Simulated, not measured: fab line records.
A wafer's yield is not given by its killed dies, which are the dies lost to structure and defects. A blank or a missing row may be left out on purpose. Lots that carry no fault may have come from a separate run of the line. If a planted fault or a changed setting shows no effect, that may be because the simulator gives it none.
Comparing a struck lot with a sound one || flow ritCmos || 14 steps out of a route of 202
Sound: these wafers, L136.4, L136.5, L136.6. Wafers L129.2, L129.3, L129.5 were the ones struck. Last of all comes the cause.
Per side, at each step with rows, come the tool, then ch with its chambers, and then its first start. Under that, the readings that differ: sound wafers || struck wafers || difference of the means || sigmas: that difference in standard deviations of wafers without a fault.
alike: readings whose means differ by less than 2 such deviations, and words and numbers that are the same on both sides. not compared: withheld readings, readings that some wafer has no value for, bounds like >300 that may hide the same value, and numbers for which the record gives no deviation and whose values overlap.
The two part at a step that has a row with sigmas, a row that says differs or no value, or rows on one side only. Numbers that don't overlap but have no deviation are shown without sigmas and don't part them. A reading missing from all wafers of one side parts the sides only when that side holds two or more wafers.

first, 2 steps without rows for these wafers: RIT_PWELL_HARDBAKE_07 (time 120 s); RIT_PWELL_IMPLANT_08.
RIT_PWELL_STRIP_09: strips in O2, time 180 s.
  sound on plasmaAsher-03 ch 0,1, day 6 00:50; struck on plasmaAsher-03 ch 1, day 4 16:17
  alike: drypumpMotorCurrentA, rfReflPowerW
  not compared: rfHoursCounterH
RIT_PWELL_TW_MEAS_10:
  sound: filmMetro-01 at day 6 00:59; struck: filmMetro-03 at day 4 16:29
  alike: PWELL_TW
then, 1 step without rows for these wafers: RIT_WELLDRIVE_ANNEAL_00 (time 14700 s).
RIT_WELLDRIVE_RS_MEAS_01: a four-point-probe measurement.
  sound: filmMetro-03 at day 6 07:12; struck: filmMetro-03 at day 4 21:38
  alike: NWELL_RS
RIT_WELLDRIVE_RS_MEAS_02: a four-point-probe measurement.
  sound: filmMetro-03 at day 6 07:19; struck: filmMetro-03 at day 4 21:45
  alike: PWELL_RS
then, 5 steps without rows for these wafers: RIT_NRETRO_HMDS_00 (prime time 60 s); RIT_NRETRO_COAT_01 (resist thk 1300 nm); RIT_NRETRO_SOFTBAKE_02 (time 60 s); RIT_NRETRO_EXPOSE_03 (exposes mask M4, target cd 43900 nm); RIT_NRETRO_PEB_04.
RIT_NRETRO_DEVELOP_05: develop time 68 s.
  sound on lithoTrack-03 ch 0, day 6 08:00; struck on lithoTrack-03, day 4 22:00
  no value came back on the struck wafers for chillPlateTempC (C), developTimeS (s); on the sound wafers chillPlateTempC (C) reads 23.01 22.93 23.04
RIT_NRETRO_OVL_MEAS_06:
  sound: overlay-01 at day 6 08:24; struck: overlay-02 at day 4 22:56
{"reading": "NRETRO_OVL (nm)", "sound": "-1.6 -2.4 -1.9", "struck": "- - -", "difference": "no value on the struck wafers", "sigmas": ""}

== WHERE THEY PART ==
At RIT_NRETRO_DEVELOP_05 first; at RIT_NRETRO_OVL_MEAS_06 last (within this record only).

WHY: the cause the simulator had injected
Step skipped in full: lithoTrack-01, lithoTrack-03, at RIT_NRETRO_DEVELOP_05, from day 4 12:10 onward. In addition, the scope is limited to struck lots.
